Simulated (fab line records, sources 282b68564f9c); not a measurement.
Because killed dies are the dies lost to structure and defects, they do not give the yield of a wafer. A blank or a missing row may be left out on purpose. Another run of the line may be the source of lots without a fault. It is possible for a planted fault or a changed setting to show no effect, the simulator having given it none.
fab line records | flow ritCmos
record lots=16 | wafers=48 | lastDay=7
route steps=202 shown NLDD@106
lots untouched by any fault: they come from a run of this same line in which no faults occurred
startH: the number of hours between the record's first day and the start of the first shown wafer of the lot | waitH: hours elapsed since this lot's preceding step | " unchanged from the row above | L1.1+2: a single row standing in for several wafers | - either no value or no given start | * or withheld: withheld | < > ~ a bound
route shown NAME@n: NAME is a module with steps in the file, n the number in the route of the first one | usual: average and standard deviation across the fault-free wafers | same: alike in all rows | chamber/n: place in a boat | sites: per-site readings | _std_site: the values' standard deviation | _edge_site: the outer-site mean with the inner-site mean subtracted | radiusMm: how far each site lies from the wafer's centre | mask NAME#n: copy n | behind: tool/chamber where the wafer was last shaped | hold: the reason the lot was held/the length of the hold in hours/how it ended | device: the n, p or np transistor that did not switch | end of line: the route-end tests of the same wafers | a step without rows: its recipe alone | killed: the dies lost at the first sort to structure and to defects; this is not the yield of the wafer | map: dies across one wafer; x = killed, . = not, _ = none there
set.NAME: the run value of the setting; set.NAME@STEP: its run value at that earlier step | model.NAME: the simulator's own value behind a step, which no gauge read
steps of the route over a sample of lots; a table a step, a row a wafer
services: a tool's chamber out of use, with start hour (startH, from the record's first day; less than 0 if before it), hours out, and reason
## steps
# step RIT_NLDD_EXPOSE_03
# recipe maskId=M7 | na=0.57 | targetCdNm=40700 | doseMj=250
# usual exposureDoseMJCm2=249.94/0.27
lot.wafer | tool            | chamber | startH | waitH | mask | exposureDoseMJCm2
L970.1    | ilineStepper-02 | 0       | 47.67  | 0.2   | M7#0 | 250.03
L970.4    | "               | 0       | "      | "     | M7#0 | 249.71
L970.5    | "               | 0       | "      | "     | M7#0 | 250.07
L972.2    | ilineStepper-02 | 0       | 52.92  | 0.1   | M7#0 | 250.25
L972.3    | "               | 0       | "      | "     | M7#0 | 250.16
L972.6    | "               | 0       | "      | "     | M7#0 | 249.85
L973.1    | ilineStepper-02 | 0       | 61.46  | 0.1   | M7#0 | 249.80
L973.5    | "               | 0       | "      | "     | M7#0 | 250.19
L973.6    | "               | 0       | "      | "     | M7#0 | 249.86
L975.2    | ilineStepper-02 | 0       | 70.61  | 0.2   | M7#0 | 249.82
L975.3    | "               | 0       | "      | "     | M7#0 | 250.15
L975.5    | "               | 0       | "      | "     | M7#0 | 249.58
L977.3    | ilineStepper-02 | 0       | 78.78  | 0.2   | M7#0 | 250.15
L977.5    | "               | 0       | "      | "     | M7#0 | 250.21
L977.6    | "               | 0       | "      | "     | M7#0 | 250.08
L978.1    | ilineStepper-01 | 0       | 87.84  | 0.2   | M7#0 | 249.83
L978.2    | "               | 0       | "      | "     | M7#0 | 250.03
L978.3    | "               | 0       | "      | "     | M7#0 | 250.19
L979.1    | ilineStepper-02 | 0       | 92.17  | 0.2   | M7#0 | 249.87
L979.3    | "               | 0       | "      | "     | M7#0 | 249.76
L979.5    | "               | 0       | "      | "     | M7#0 | 249.65
L981.1    | ilineStepper-02 | 0       | 103.56 | 0.1   | M7#0 | 250.00
L981.2    | "               | 0       | "      | "     | M7#0 | 249.51
L981.5    | "               | 0       | "      | "     | M7#0 | 249.82
L983.2    | ilineStepper-02 | 0       | 112.65 | 0.2   | M7#0 | 249.88
L983.4    | "               | 0       | "      | "     | M7#0 | 249.56
L983.6    | "               | 0       | "      | "     | M7#0 | 249.69
L987.2    | ilineStepper-01 | 0       | 132.21 | 0.1   | M7#0 | 249.59
L987.5    | "               | 0       | "      | "     | M7#0 | 249.50
L987.6    | "               | 0       | "      | "     | M7#0 | 250.02
L988.1    | ilineStepper-02 | 0       | 136.43 | 0.2   | M7#0 | 249.98
L988.3    | "               | 0       | "      | "     | M7#0 | 250.00
L988.4    | "               | 0       | "      | "     | M7#0 | 249.86
L989.2    | ilineStepper-02 | 0       | 141.22 | 0.1   | M7#0 | 249.78
L989.3    | "               | 0       | "      | "     | M7#0 | 250.19
L989.4    | "               | 0       | "      | "     | M7#0 | 250.21
L990.1    | ilineStepper-01 | 0       | 148.60 | 0.2   | M7#0 | 249.46
L990.3    | "               | 0       | "      | "     | M7#0 | 249.95
L990.5    | "               | 0       | "      | "     | M7#0 | 250.09
L991.1    | ilineStepper-01 | 0       | 151.02 | 0.1   | M7#0 | 249.68
L991.4    | "               | 0       | "      | "     | M7#0 | 249.64
L991.5    | "               | 0       | "      | "     | M7#0 | 249.82
L992.4    | ilineStepper-01 | 0       | 153.92 | 0.1   | M7#0 | 249.79
L992.5    | "               | 0       | "      | "     | M7#0 | 249.40
L992.6    | "               | 0       | "      | "     | M7#0 | 249.34
L993.2    | ilineStepper-01 | 0       | 162.09 | 0.1   | M7#0 | 250.03
L993.4    | "               | 0       | "      | "     | M7#0 | 249.65
L993.6    | "               | 0       | "      | "     | M7#0 | 250.12
# step RIT_NLDD_OVL_MEAS_06
# usual NLDD_OVL=0.3/1.4
lot.wafer | tool       | chamber | startH | waitH | NLDD_OVL[nm]
L970.1    | overlay-01 | -       | 48.07  | -     | 0.9
L970.4    | "          | -       | "      | "     | -0.6
L970.5    | "          | -       | "      | "     | -0.4
L972.2    | overlay-01 | -       | 53.31  | -     | 0.4
L972.3    | "          | -       | "      | "     | -2.2
L972.6    | "          | -       | "      | "     | -2.4
L973.1    | overlay-02 | -       | 61.90  | -     | -0.4
L973.5    | "          | -       | "      | "     | 0.8
L973.6    | "          | -       | "      | "     | -0.9
L975.2    | overlay-01 | -       | 70.99  | -     | -0.1
L975.3    | "          | -       | "      | "     | 1.2
L975.5    | "          | -       | "      | "     | 1.2
L977.3    | overlay-01 | -       | 79.15  | -     | 1.3
L977.5    | "          | -       | "      | "     | 0.9
L977.6    | "          | -       | "      | "     | -0.4
L978.1    | overlay-01 | -       | 88.24  | -     | 0.4
L978.2    | "          | -       | "      | "     | -0.6
L978.3    | "          | -       | "      | "     | 0.3
L979.1    | overlay-01 | -       | 92.57  | -     | -1.3
L979.3    | "          | -       | "      | "     | -2.8
L979.5    | "          | -       | "      | "     | -0.4
L981.1    | overlay-01 | -       | 103.96 | -     | -149.6
L981.2    | "          | -       | "      | "     | -151.2
L981.5    | "          | -       | "      | "     | -151.1
L983.2    | overlay-02 | -       | 113.07 | -     | -146.7
L983.4    | "          | -       | "      | "     | -146.3
L983.6    | "          | -       | "      | "     | -147.7
L987.2    | overlay-02 | -       | 132.60 | -     | -0.8
L987.5    | "          | -       | "      | "     | -1.3
L987.6    | "          | -       | "      | "     | -1.4
L988.1    | overlay-01 | -       | 136.83 | -     | -149.9
L988.3    | "          | -       | "      | "     | -152.6
L988.4    | "          | -       | "      | "     | -151.2
L989.2    | overlay-02 | -       | 141.61 | -     | -150.9
L989.3    | "          | -       | "      | "     | -149.3
L989.4    | "          | -       | "      | "     | -148.8
L990.1    | overlay-02 | -       | 149.00 | -     | 1.3
L990.3    | "          | -       | "      | "     | 1.1
L990.5    | "          | -       | "      | "     | 1.0
L991.1    | overlay-02 | -       | 151.42 | -     | 1.3
L991.4    | "          | -       | "      | "     | 2.2
L991.5    | "          | -       | "      | "     | 0.5
L992.4    | overlay-01 | -       | 154.27 | -     | 0.7
L992.5    | "          | -       | "      | "     | 0.0
L992.6    | "          | -       | "      | "     | -0.3
L993.2    | overlay-02 | -       | 162.48 | -     | 1.0
L993.4    | "          | -       | "      | "     | 1.9
L993.6    | "          | -       | "      | "     | 1.8
## services
tool            | chamber | startH | hours | kind
ilineStepper-01 | -       | 33.67  | 3.2   | repair
ilineStepper-01 | -       | 107.45 | 1.7   | pm
## key
firstSign step=RIT_NLDD_OVL_MEAS_06 | reading=NLDD_OVL | direction=down | sigmas=99+ | usual=0.3 | struck=-149.6
effect none on later readings
metAt RIT_NLDD_EXPOSE_03
struckLots L981,L983,L988,L989
testerLeftOut L981,L983,L988,L989
onsetBetween 92.17 103.56
fault kind=scannerMatchingOverlay | tool=ilineStepper-02 | chamber=- | onsetH=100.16 | steps=RIT_NLDD_EXPOSE_03 | offset=-150
# testerLeftOut: of these lots the tester's yield and bins aren't shown, on N5 and GAA mostly nor the transistor test; their killed dies are dies lost to structure and defects alone, not to doping, threshold or leakage, so they don't give the yield
